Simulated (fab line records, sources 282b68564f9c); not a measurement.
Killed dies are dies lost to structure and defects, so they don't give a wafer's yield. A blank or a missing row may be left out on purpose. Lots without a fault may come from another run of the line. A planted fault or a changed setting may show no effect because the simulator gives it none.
fab line records | flow rit_cmos
record lots=5 wafers=23
route steps=202 shown ACTIVE@7 NWELL@36 PWELL@39 WELLDRIVE@50 PRETRO@66 GATE@89 NLDD@111 PLDD@122 NSD@139 PSD@150 M1@202
start_h: hours from the record's first day to the start of the lot's first wafer shown | wait_h: hours since the lot's step before | " the same as in the row above | L1.1+2: a row that stands for several wafers | - no value, or no start given | * or withheld: withheld | < > ~ a bound
route shown NAME@n: a module of which the file shows steps, and the number in the route of the first | usual: mean/standard deviation of fault-free wafers | same: alike in all rows | chamber/n: place in a boat | sites: the reading at each site | _std_site: their standard deviation | _edge_site: outer sites' mean less inner sites' | radius_mm: how far each site lies from the wafer's centre | mask NAME#n: copy n | behind: the tool/chamber that last shaped the wafer | hold: why the lot was held/for how many hours/how that ended | device: the transistor (n, p or np) that didn't switch | end of line: the same wafers' tests at the end of the route | a step without rows: its recipe alone | killed: dies lost to structure and defects at the first sort, not the wafer's yield | map: a wafer's dies, x killed, . not, _ none there
set.NAME: the setting as run; set.NAME@STEP: as run at that earlier step | model.NAME: the simulator's own value behind a step, which no gauge read
lots whose settings were changed on purpose; a table a step, a row a wafer
## steps
# step RIT_ACTIVE_COAT_06
# recipe resist=NOVOLAK spin_rpm=3250 resist_thk_nm=1000
# columns lot.wafer tool chamber start_h wait_h set.resist_thk_nm model.NOVOLAK_of_ACTIVE_COAT_06.thk_nm
L076.1 litho_track-01 0 23.74 0.1 1000 997.7
L076.2 " 0 " " 1000 999.1
L076.3 " 0 " " 1000 1002
L076.4 " 0 " " 1000 1001
L076.6 " 0 " " 1000 995.8
L079.1 litho_track-04 0 38.74 0.1 979.1 982.7
L079.3 " 0 " " 1000 1006
L079.4 " 0 " " 979.1 982.8
L079.5 " 0 " " 1000 1002
L079.6 " 0 " " 1000 1004
L080.1 litho_track-01 0 43.74 0.1 1000 995.2
L080.2 " 0 " " 1000 995.4
L080.6 " 0 " " 1000 994.5
L082.1+2 litho_track-01 0 53.74 0.1 1049 1049
L082.3 " 0 " " 1000 1000
L082.4 " 0 " " 1000 998.8
L082.6 " 0 " " 1049 1051
L085.1 litho_track-01 0 68.74 0.1 1024 1025
L085.2 " 0 " " 1000 999.9
L085.3 " 0 " " 1024 1022
L085.4 " 0 " " 1024 1026
L085.6 " 0 " " 1000 1005
# step RIT_ACTIVE_HARDBAKE_12
# recipe resist=NOVOLAK temp_c=140 time_s=60
# columns lot.wafer tool chamber start_h wait_h set.temp_c set.resist_thk_nm@ACTIVE_COAT_06 model.NOVOLAK_of_ACTIVE_COAT_06.thk_nm
L076.1 litho_track-03 0 24.56 0.1 142.8 1000 878.1
L076.2 " 0 " " 142.8 1000 879.3
L076.3 " 0 " " 140 1000 885.2
L076.4 " 0 " " 140 1000 884.4
L076.6 " 0 " " 140 1000 880.1
L079.1 litho_track-03 0 39.56 0.1 138.4 979.1 871
L079.3 " 0 " " 140 1000 889
L079.4 " 0 " " 140 979.1 868.7
L079.5 " 0 " " 140 1000 885.5
L079.6 " 0 " " 138.4 1000 890
L080.1 litho_track-03 0 44.56 0.1 140 1000 879.6
L080.2 " 0 " " 140 1000 879.8
L080.6 " 0 " " 140 1000 878.9
L082.1+2 litho_track-03 0 54.68 0.1 140 1049 926.5
L082.3 " 0 " " 138.6 1000 886.1
L082.4 " 0 " " 138.6 1000 884.9
L082.6 " 0 " " 138.6 1049 931.1
L085.1 litho_track-01 0 69.68 0.1 137.3 1024 910.3
L085.2 " 0 " " 140 1000 883.7
L085.3 " 0 " " 140 1024 903.2
L085.4 " 0 " " 140 1024 906.7
L085.6 " 0 " " 137.3 1000 892.5
# step RIT_NWELL_IMPLANT_08
# recipe species=P energy_kev=170 dose_cm2=5e+13 tilt_deg=7
# columns lot.wafer tool chamber start_h wait_h set.dose_cm2
L076.1+4 implanter-04 0 32.29 0.2 5e+13
L076.2+3+6 " 0 " " 4.636e+13
L079.1+5+6 implanter-02 0 45.41 0.2 4.767e+13
L079.3+4 " 0 " " 5e+13
L080.1+2+6 implanter-02 0 50.73 0.2 5e+13
L082.1+4+6 implanter-02 0 61.09 0.2 5.275e+13
L082.2+3 " 0 " " 5e+13
L085.1+2+3+4+6 implanter-03 0 75.61 0.2 5e+13
# step RIT_NWELL_STRIP_09
# recipe chemistry=O2 time_s=180 resist=NOVOLAK platen_temp_c=withheld power_w=500 pressure_mtorr=4000 o2_flow_sccm=4000
# step RIT_NWELL_TW_MEAS_10
# usual NWELL_TW=2179/11
# columns lot.wafer tool chamber start_h wait_h set.dose_cm2@NWELL_IMPLANT_08 NWELL_TW
L076.1 film_metro-02 - 32.62 0.1 5e+13 2164
L076.2 " - " " 4.636e+13 2111
L076.3 " - " " 4.636e+13 2104
L076.4 " - " " 5e+13 2159
L076.6 " - " " 4.636e+13 2108
L079.1 film_metro-04 - 45.74 0.1 4.767e+13 2163
L079.3 " - " " 5e+13 2187
L079.4 " - " " 5e+13 2191
L079.5 " - " " 4.767e+13 2152
L079.6 " - " " 4.767e+13 2145
L080.1 film_metro-04 - 51.05 0.1 5e+13 2192
L080.2 " - " " 5e+13 2193
L080.6 " - " " 5e+13 2187
L082.1 film_metro-01 - 61.42 0.1 5.275e+13 2217
L082.2 " - " " 5e+13 2183
L082.3 " - " " 5e+13 2197
L082.4 " - " " 5.275e+13 2221
L082.6 " - " " 5.275e+13 2235
L085.1 film_metro-02 - 75.93 0.1 5e+13 2188
L085.2 " - " " 5e+13 2173
L085.3 " - " " 5e+13 2180
L085.4 " - " " 5e+13 2178
L085.6 " - " " 5e+13 2179
# step RIT_PWELL_HMDS_00
# recipe prime_time_s=60 prime_temp_c=140
# step RIT_PWELL_COAT_01
# recipe resist=NOVOLAK spin_rpm=2000 resist_thk_nm=1300
# step RIT_WELLDRIVE_ANNEAL_00
# recipe temp_c=1100 time_s=14700 ambient=N2
# step RIT_WELLDRIVE_RS_MEAS_01
# recipe thk_meas_gauge=four-point-probe
# usual NWELL_RS=275.4/0.81
# columns lot.wafer tool chamber start_h wait_h set.dose_cm2@NWELL_IMPLANT_08 NWELL_RS[ohm/sq]
L076.1 film_metro-01 - 39.44 0.0 5e+13 275.3
L076.2 " - " " 4.636e+13 287.9
L076.3 " - " " 4.636e+13 288.1
L076.4 " - " " 5e+13 275.5
L076.6 " - " " 4.636e+13 288.7
L079.1 film_metro-02 - 52.56 0.0 4.767e+13 282.3
L079.3 " - " " 5e+13 275.6
L079.4 " - " " 5e+13 275.6
L079.5 " - " " 4.767e+13 284.0
L079.6 " - " " 4.767e+13 283.9
L080.1 film_metro-02 - 57.75 0.0 5e+13 274.6
L080.2 " - " " 5e+13 274.9
L080.6 " - " " 5e+13 275.3
L082.1 film_metro-01 - 69.11 0.0 5.275e+13 265.1
L082.2 " - " " 5e+13 275.1
L082.3 " - " " 5e+13 273.7
L082.4 " - " " 5.275e+13 265.5
L082.6 " - " " 5.275e+13 265.7
L085.1 film_metro-04 - 82.85 0.0 5e+13 275.3
L085.2 " - " " 5e+13 276.3
L085.3 " - " " 5e+13 275.8
L085.4 " - " " 5e+13 275.7
L085.6 " - " " 5e+13 275.6
# step RIT_PRETRO_SOFTBAKE_02
# recipe resist=NOVOLAK temp_c=90 time_s=60
# columns lot.wafer tool chamber start_h wait_h set.temp_c
L076.1+3 litho_track-01 0 41.70 0.1 90
L076.2+4+6 " 0 " " 87.18
L079.1+3+4+5+6 litho_track-04 0 54.77 0.1 90
L080.1+2+6 litho_track-04 0 59.84 0.1 90
L082.1+2+3 litho_track-03 0 71.20 0.1 92.13
L082.4+6 " 0 " " 90
L085.1+6 litho_track-03 0 84.94 0.1 92.98
L085.2+3+4 " 0 " " 90
# step RIT_PRETRO_DEVELOP_05
# recipe resist=NOVOLAK develop_time_s=68 dev_temp_c=23
# columns lot.wafer tool chamber start_h wait_h set.develop_time_s set.temp_c@PRETRO_SOFTBAKE_02 model.NOVOLAK_of_PRETRO_COAT_01.thk_nm
L076.1 litho_track-01 0 - - 76.66 90 1301
L076.2 " 0 " " 76.66 87.18 1311
L076.3 " 0 " " 68 90 1300
L076.4 " 0 " " 76.66 87.18 1313
L076.6 " 0 " " 68 87.18 1315
L079.1 litho_track-03 0 - - 68 90 1306
L079.3+6 " 0 " " 68 90 1305
L079.4 " 0 " " 68 90 1304
L079.5 " 0 " " 68 90 1307
L080.1 litho_track-04 0 - - 68 90 1297
L080.2 " 0 " " 68 90 1301
L080.6 " 0 " " 68 90 1299
L082.1 litho_track-04 0 - - 75.03 92.13 1298
L082.2 " 0 " " 75.03 92.13 1295
L082.3 " 0 " " 68 92.13 1295
L082.4 " 0 " " 75.03 90 1302
L082.6 " 0 " " 68 90 1304
L085.1 litho_track-01 0 - - 62.19 92.98 1296
L085.2+3 " 0 " " 62.19 90 1302
L085.4 " 0 " " 68 90 1300
L085.6 " 0 " " 68 92.98 1292
# step RIT_GATE_EXPOSE_13
# recipe mask_id=M6 na=0.6 source_shape=conventional sigma_outer=0.6 target_cd_nm=150 dose_mj=380
# columns lot.wafer tool chamber start_h wait_h mask set.dose_mj
L076.1+2+6 iline_stepper-02 0 47.85 0.1 M6#0 408
L076.3+4 " 0 " " M6#0 380
L079.1+4+6 iline_stepper-02 0 60.28 0.2 M6#0 402.8
L079.3+5 " 0 " " M6#0 380
L080.1+2+6 iline_stepper-01 0 67.09 0.2 M6#0 380
L082.1+2+3+4+6 iline_stepper-02 0 76.67 0.2 M6#0 380
L085.1+2+3+4+6 iline_stepper-02 0 90.50 0.1 M6#0 380
# step RIT_GATE_PEB_14
# recipe resist=NOVOLAK temp_c=withheld time_s=withheld
# step RIT_GATE_DEVELOP_15
# recipe resist=NOVOLAK develop_time_s=50 dev_temp_c=23
# step RIT_GATE_CD_MEAS_16
# recipe target_cd_nm=150
# usual cd_nm=150.0/1.8
# columns lot.wafer tool chamber start_h wait_h set.dose_mj@GATE_EXPOSE_13 cd_nm
L076.1 cd_sem-02 - 48.25 - 408 115.5
L076.2 " - " " 408 114.8
L076.3 " - " " 380 151.0
L076.4 " - " " 380 150.2
L076.6 " - " " 408 115.6
L079.1 cd_sem-02 - 60.68 - 402.8 122.6
L079.3 " - " " 380 154.0
L079.4 " - " " 402.8 121.5
L079.5 " - " " 380 152.3
L079.6 " - " " 402.8 120.9
L080.1 cd_sem-01 - 67.49 - 380 148.7
L080.2 " - " " 380 150.0
L080.6 " - " " 380 150.6
L082.1 cd_sem-01 - 77.07 - 380 151.4
L082.2 " - " " 380 152.9
L082.3 " - " " 380 150.9
L082.4 " - " " 380 152.0
L082.6 " - " " 380 152.8
L085.1 cd_sem-02 - 90.90 - 380 151.8
L085.2 " - " " 380 151.9
L085.3 " - " " 380 150.5
L085.4 " - " " 380 150.5
L085.6 " - " " 380 149.9
# step RIT_GATE_ETCH_19
# recipe chemistry=SF6/CHF3/O2 time_s=165 SF6_flow_sccm=30 CHF3_flow_sccm=30 O2_flow_sccm=5 target=poly-Si pressure_mtorr=40 rf_w=160 target_depth_a=3125 over_etch_frac=0.25 stop_on=SiO2
# columns lot.wafer tool chamber start_h wait_h set.time_s set.dose_mj@GATE_EXPOSE_13 model.GATE.cd_nm
L076.1 rie_si-02 2 48.56 0.1 174.1 408 115.5
L076.2 " 1 " " 165 408 115.1
L076.3 " 3 " " 174.1 380 151.1
L076.4 " 0 " " 174.1 380 150.1
L076.6 " 3 " " 165 408 115.5
L079.1 rie_si-01 0 60.99 0.1 165 402.8 122.6
L079.3 " 2 " " 165 380 153.9
L079.4 " 3 " " 165 402.8 121.5
L079.5 " 1 " " 165 380 152.1
L079.6 " 0 " " 165 402.8 121.2
L080.1 rie_si-02 2 67.79 0.1 165 380 148.5
L080.2 " 0 " " 165 380 149.7
L080.6 " 0 " " 165 380 150.8
L082.1 rie_si-02 0 77.37 0.1 165 380 151.6
L082.2 " 1 " " 189.3 380 152.4
L082.3 " 2 " " 189.3 380 150.5
L082.4 " 3 " " 165 380 152.2
L082.6 " 0 " " 189.3 380 152.9
L085.1 rie_si-01 3 91.21 0.1 183.1 380 151.4
L085.2 " 2 " " 165 380 152.1
L085.3 " 0 " " 165 380 150.5
L085.4 " 1 " " 183.1 380 150.3
L085.6 " 1 " " 183.1 380 149.7
# step RIT_GATE_STRIP_20
# recipe chemistry=O2 time_s=180 resist=NOVOLAK platen_temp_c=withheld power_w=500 pressure_mtorr=4000 o2_flow_sccm=4000
# step RIT_GATE_CD_MEAS_90
# recipe target_cd_nm=150
# usual cd_nm=150.0/1.8
# columns lot.wafer tool chamber start_h wait_h set.dose_mj@GATE_EXPOSE_13 cd_nm
L076.1 cd_sem-01 - 48.84 0.1 408 115.7
L076.2 " - " " 408 115.2
L076.3 " - " " 380 151.3
L076.4 " - " " 380 150.2
L076.6 " - " " 408 115.2
L079.1 cd_sem-01 - 61.27 0.1 402.8 122.7
L079.3 " - " " 380 153.8
L079.4 " - " " 402.8 121.6
L079.5 " - " " 380 152.4
L079.6 " - " " 402.8 121.2
L080.1 cd_sem-01 - 68.08 0.1 380 148.6
L080.2 " - " " 380 149.8
L080.6 " - " " 380 150.8
L082.1 cd_sem-01 - 77.65 0.1 380 151.5
L082.2 " - " " 380 152.3
L082.3 " - " " 380 150.5
L082.4 " - " " 380 152.3
L082.6 " - " " 380 152.7
L085.1 cd_sem-01 - 91.49 0.1 380 151.5
L085.2 " - " " 380 151.6
L085.3 " - " " 380 150.6
L085.4 " - " " 380 150.3
L085.6 " - " " 380 149.9
# step RIT_NLDD_IMPLANT_08
# recipe species=P energy_kev=20 dose_cm2=5e+14 tilt_deg=7
# columns lot.wafer tool chamber start_h wait_h set.dose_cm2
L076.1+4+6 implanter-02 0 52.98 0.1 4.812e+14
L076.2+3 " 0 " " 5e+14
L079.1+4 implanter-04 0 66.49 0.1 5e+14
L079.3+5+6 " 0 " " 4.81e+14
L080.1+2+6 implanter-02 0 72.51 0.1 5e+14
L082.1+2+6 implanter-02 0 81.92 0.1 5.153e+14
L082.3+4 " 0 " " 5e+14
L085.1+4 implanter-02 0 95.87 0.1 5e+14
L085.2+3+6 " 0 " " 4.668e+14
# step RIT_PLDD_IMPLANT_08
# recipe species=BF2 energy_kev=20 dose_cm2=9e+14 tilt_deg=7
# columns lot.wafer tool chamber start_h wait_h set.energy_kev model.implant.rp_nm model.implant.drp_nm
L076.1+2+3+4+6 implanter-03 0 54.52 0.1 20 17.19 9.752
L079.1+3+6 implanter-02 0 68.06 0.1 18.87 16.24 9.361
L079.4+5 " 0 " " 20 17 9.752
L080.1+2+6 implanter-02 0 74.06 0.1 20 17.13 9.752
L082.1+3+4 implanter-02 0 83.38 0.1 21.18 17.49 10.15
L082.2+6 " 0 " " 20 16.72 9.752
L085.1+2+3 implanter-03 0 97.29 0.1 18.84 16.13 9.351
L085.4+6 " 0 " " 20 16.9 9.752
# step RIT_PLDD_STRIP_09
# recipe chemistry=O2 time_s=180 resist=NOVOLAK platen_temp_c=withheld power_w=500 pressure_mtorr=4000 o2_flow_sccm=4000
# step RIT_PLDD_TW_MEAS_10
# usual PLDD_TW=2387/16
# columns lot.wafer tool chamber start_h wait_h set.energy_kev@PLDD_IMPLANT_08 PLDD_TW
L076.1 film_metro-01 - 54.85 0.1 20 2382
L076.2 " - " " 20 2390
L076.3 " - " " 20 2386
L076.4 " - " " 20 2384
L076.6 " - " " 20 2377
L079.1 film_metro-04 - 68.39 0.1 18.87 2360
L079.3 " - " " 18.87 2371
L079.4 " - " " 20 2385
L079.5 " - " " 20 2419
L079.6 " - " " 18.87 2356
L080.1 film_metro-04 - 74.38 0.1 20 2394
L080.2 " - " " 20 2390
L080.6 " - " " 20 2390
L082.1 film_metro-04 - 83.71 0.1 21.18 2437
L082.2 " - " " 20 2378
L082.3 " - " " 21.18 2428
L082.4 " - " " 21.18 2419
L082.6 " - " " 20 2386
L085.1 film_metro-01 - 97.62 0.1 18.84 2350
L085.2 " - " " 18.84 2361
L085.3 " - " " 18.84 2361
L085.4 " - " " 20 2393
L085.6 " - " " 20 2381
# step RIT_NSD_IMPLANT_08
# recipe species=P energy_kev=25 dose_cm2=1e+15 tilt_deg=7
# columns lot.wafer tool chamber start_h wait_h set.energy_kev model.implant.drp_nm
L076.1+2+3+4+6 implanter-04 0 58.69 0.1 25 14.84
L079.1+3+4 implanter-01 0 72.27 0.1 25.83 15.13
L079.5+6 " 0 " " 25 14.84
L080.1+2+6 implanter-02 0 78.10 0.1 25 14.84
L082.1+2+4 implanter-01 0 87.57 0.1 25 14.84
L082.3+6 " 0 " " 24.62 14.7
L085.1+2+3+4+6 implanter-02 0 101.53 0.1 25 14.84
# step RIT_PSD_IMPLANT_08
# recipe species=BF2 energy_kev=27 dose_cm2=5e+15 tilt_deg=7
# columns lot.wafer tool chamber start_h wait_h set.dose_cm2
L076.1+3 implanter-03 0 60.14 0.1 5e+15
L076.2+4+6 " 0 " " 5.319e+15
L079.1+4+5 implanter-01 0 73.69 0.1 5e+15
L079.3+6 " 0 " " 5.234e+15
L080.1+2+6 implanter-01 0 79.52 0.1 5e+15
L082.1+3+6 implanter-01 0 88.99 0.1 5.252e+15
L082.2+4 " 0 " " 5e+15
L085.1+6 implanter-03 0 102.96 0.1 5.101e+15
L085.2+3+4 " 0 " " 5e+15
# step RIT_PSD_STRIP_09
# recipe chemistry=O2 time_s=180 resist=NOVOLAK platen_temp_c=withheld power_w=500 pressure_mtorr=4000 o2_flow_sccm=4000
# step RIT_SDANNEAL_RS_MEAS_06
# recipe thk_meas_gauge=four-point-probe
# usual PLDD_RS=178.5/0.43
# columns lot.wafer tool chamber start_h wait_h set.energy_kev@PLDD_IMPLANT_08 PLDD_RS[ohm/sq]
L076.1 film_metro-04 - 61.24 0.1 20 177.6
L076.2 " - " " 20 178.5
L076.3 " - " " 20 178.5
L076.4 " - " " 20 177.9
L076.6 " - " " 20 178.5
L079.1 film_metro-03 - 74.80 0.1 18.87 182.1
L079.3 " - " " 18.87 181.7
L079.4 " - " " 20 178.2
L079.5 " - " " 20 178.3
L079.6 " - " " 18.87 182.1
L080.1 film_metro-01 - 80.57 0.1 20 178.3
L080.2 " - " " 20 178.8
L080.6 " - " " 20 178.8
L082.1 film_metro-04 - 90.06 0.1 21.18 174.7
L082.2 " - " " 20 178.4
L082.3 " - " " 21.18 174.7
L082.4 " - " " 21.18 174.5
L082.6 " - " " 20 178.0
L085.1 film_metro-04 - 104.04 0.1 18.84 182.5
L085.2 " - " " 18.84 182.4
L085.3 " - " " 18.84 182.7
L085.4 " - " " 20 178.9
L085.6 " - " " 20 178.9
# step RIT_SDANNEAL_RS_MEAS_07
# recipe thk_meas_gauge=four-point-probe
# usual NLDD_RS=151.6/0.48
# columns lot.wafer tool chamber start_h wait_h set.dose_cm2@NLDD_IMPLANT_08 NLDD_RS[ohm/sq]
L076.1 film_metro-04 - 61.36 0.1 4.812e+14 156.1
L076.2 " - " " 5e+14 151.9
L076.3 " - " " 5e+14 151.2
L076.4 " - " " 4.812e+14 155.8
L076.6 " - " " 4.812e+14 156.5
L079.1 film_metro-03 - 74.92 0.1 5e+14 150.3
L079.3 " - " " 4.81e+14 155.2
L079.4 " - " " 5e+14 150.7
L079.5 " - " " 4.81e+14 155.4
L079.6 " - " " 4.81e+14 155.8
L080.1 film_metro-01 - 80.69 0.1 5e+14 152.3
L080.2 " - " " 5e+14 151.8
L080.6 " - " " 5e+14 152.0
L082.1 film_metro-04 - 90.18 0.1 5.153e+14 148.3
L082.2 " - " " 5.153e+14 148.5
L082.3 " - " " 5e+14 151.5
L082.4 " - " " 5e+14 152.0
L082.6 " - " " 5.153e+14 148.0
L085.1 film_metro-04 - 104.16 0.1 5e+14 152.1
L085.2 " - " " 4.668e+14 160.8
L085.3 " - " " 4.668e+14 160.9
L085.4 " - " " 5e+14 151.8
L085.6 " - " " 4.668e+14 160.4
# step RIT_M1_PROBE_99
# columns lot.wafer tool chamber start_h wait_h set.dose_mj@GATE_EXPOSE_13 model.etest.nmos_0p15.drive_ua_um model.etest.nmos_0p15.r_on_ohm_um model.etest.npoly_line.line_ohm_um model.etest.pmos_0p15.drive_ua_um model.etest.pmos_0p15.r_on_ohm_um model.etest.pmos_turned.r_on_ohm_um
L076.1 prober-02 - 68.36 0.1 408 647.4 902.2 254.2 385.5 1970 2646
L076.2 prober-02 - 68.41 0.1 408 670.3 881.2 264.7 402.5 1904 2532
L076.3 prober-02 - 68.46 0.2 380 463.5 1098 164.9 263.1 2691 3352
L076.4 prober-02 - 68.51 0.2 380 453.9 1136 171.2 254.6 2758 3416
L076.6 prober-02 - 68.61 0.2 408 658.6 866.2 260 397.5 1910 2535
L079.1 prober-01 - 82.18 0.1 402.8 588.2 942.7 236.2 310.6 2368 3161
L079.3 prober-01 - 82.28 0.2 380 430.4 1208 158.9 225.9 3087 3848
L079.4 prober-01 - 82.33 0.2 402.8 599.3 919.3 239 333.6 2209 2908
L079.5 prober-01 - 82.38 0.2 380 429.9 1219 162.6 235.7 2961 3693
L079.6 prober-01 - 82.43 0.2 402.8 587 985.9 241 319.4 2349 3113
L080.1 prober-02 - 88.07 0.1 380 469.5 1157 171.7 250.9 2830 3522
L080.2 prober-02 - 88.12 0.1 380 466.7 1156 168.9 250.5 2840 3481
L080.6 prober-02 - 88.32 0.2 380 460.7 1174 166.9 244.8 2896 3611
L082.1 prober-02 - 97.37 0.1 380 453.1 1181 166.8 239.6 2917 3623
L082.2 prober-02 - 97.42 0.1 380 461.9 1181 172 247.2 2900 3561
L082.3 prober-02 - 97.47 0.2 380 449.8 1188 167.1 248.8 2814 3525
L082.4 prober-02 - 97.52 0.2 380 439.8 1179 172.3 239.4 2899 3602
L082.6 prober-02 - 97.62 0.2 380 454.8 1166 168.6 233.1 2956 3672
L085.1 prober-01 - 111.51 0.1 380 446.3 1148 165.8 229.2 3009 3926
L085.2 prober-01 - 111.56 0.1 380 431.3 1241 155.5 222.4 3158 4128
L085.3 prober-01 - 111.61 0.2 380 438.6 1215 157.8 229 3076 3971
L085.4 prober-01 - 111.66 0.2 380 463.4 1144 167.2 251.5 2827 3558
L085.6 prober-01 - 111.76 0.2 380 441.9 1200 169.2 246.6 2874 3634
# killed by level:class
L080.1 GATE:geometric_particle:open=4 FOX1:geometric_particle:short=1 FOX2:geometric_particle:open=1 REOX:geometric_particle:open=1 SILICIDE:geometric_particle:short=1
L080.2 FOX1:geometric_particle:short=1 GATE:geometric_particle:short=1 GATE:geometric_particle:open=1 REOX:geometric_particle:short=1 SPACER:geometric_particle:short=1 SPACER:geometric_particle:open=1 SILICIDE:geometric_particle:short=1
L080.6 FOX1:geometric_particle:open=1 FOX1:geometric_particle:short=1 FOX2:geometric_particle:open=1 GATE:geometric_particle:open=1 GATE:geometric_particle:short=1 SILICIDE:geometric_particle:open=1
## key
split step=RIT_ACTIVE_COAT_06 setting=resist_thk_nm stated=1000 by=wafer
response step=RIT_ACTIVE_COAT_06 reading=model.NOVOLAK_of_ACTIVE_COAT_06.thk_nm change=+10.1 per=1% r=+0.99
response step=RIT_ACTIVE_HARDBAKE_12 reading=model.NOVOLAK_of_ACTIVE_COAT_06.thk_nm change=+8.54 per=1% r=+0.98
split step=RIT_ACTIVE_HARDBAKE_12 setting=temp_c stated=140 by=wafer
response none clear
split step=RIT_NWELL_IMPLANT_08 setting=dose_cm2 stated=5e+13 by=wafer
response step=RIT_NWELL_TW_MEAS_10 reading=NWELL_TW change=+7.12 per=1% r=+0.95
response step=RIT_WELLDRIVE_RS_MEAS_01 reading=NWELL_RS change=-1.71 per=1% r=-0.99
split step=RIT_PRETRO_SOFTBAKE_02 setting=temp_c stated=90 by=wafer
response step=RIT_PRETRO_DEVELOP_05 reading=model.NOVOLAK_of_PRETRO_COAT_01.thk_nm change=-2.97 per=1% r=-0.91
split step=RIT_PRETRO_DEVELOP_05 setting=develop_time_s stated=68 by=wafer
response none clear
split step=RIT_GATE_EXPOSE_13 setting=dose_mj stated=380 by=wafer
response step=RIT_GATE_CD_MEAS_16 reading=cd_nm change=-4.98 per=1% r=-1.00
response step=RIT_GATE_ETCH_19 reading=model.GATE.cd_nm change=-4.95 per=1% r=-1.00
response step=RIT_GATE_CD_MEAS_90 reading=cd_nm change=-4.96 per=1% r=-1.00
response step=RIT_M1_PROBE_99 reading=model.etest.pmos_0p15.r_on_ohm_um change=-113 per=1% r=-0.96
response step=RIT_M1_PROBE_99 reading=model.etest.pmos_turned.r_on_ohm_um change=-113 per=1% r=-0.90
response step=RIT_M1_PROBE_99 reading=model.etest.nmos_0p15.r_on_ohm_um change=-36.7 per=1% r=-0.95
response step=RIT_M1_PROBE_99 reading=model.etest.nmos_0p15.drive_ua_um change=+27.1 per=1% r=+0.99
response step=RIT_M1_PROBE_99 reading=model.etest.pmos_0p15.drive_ua_um change=+17.1 per=1% r=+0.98
split step=RIT_GATE_ETCH_19 setting=time_s stated=165 by=wafer
response none clear
split step=RIT_NLDD_IMPLANT_08 setting=dose_cm2 stated=5e+14 by=wafer
response step=RIT_SDANNEAL_RS_MEAS_07 reading=NLDD_RS change=-1.27 per=1% r=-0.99
split step=RIT_PLDD_IMPLANT_08 setting=energy_kev stated=20 by=wafer
response step=RIT_PLDD_IMPLANT_08 reading=model.implant.rp_nm change=+0.132 per=1% r=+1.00
response step=RIT_PLDD_IMPLANT_08 reading=model.implant.drp_nm change=+0.0687 per=1% r=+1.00
response step=RIT_PLDD_TW_MEAS_10 reading=PLDD_TW change=+6.7 per=1% r=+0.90
response step=RIT_SDANNEAL_RS_MEAS_06 reading=PLDD_RS change=-0.63 per=1% r=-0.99
split step=RIT_NSD_IMPLANT_08 setting=energy_kev stated=25 by=wafer
response step=RIT_NSD_IMPLANT_08 reading=model.implant.drp_nm change=+0.0891 per=1% r=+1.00
split step=RIT_PSD_IMPLANT_08 setting=dose_cm2 stated=5e+15 by=wafer
response none clear
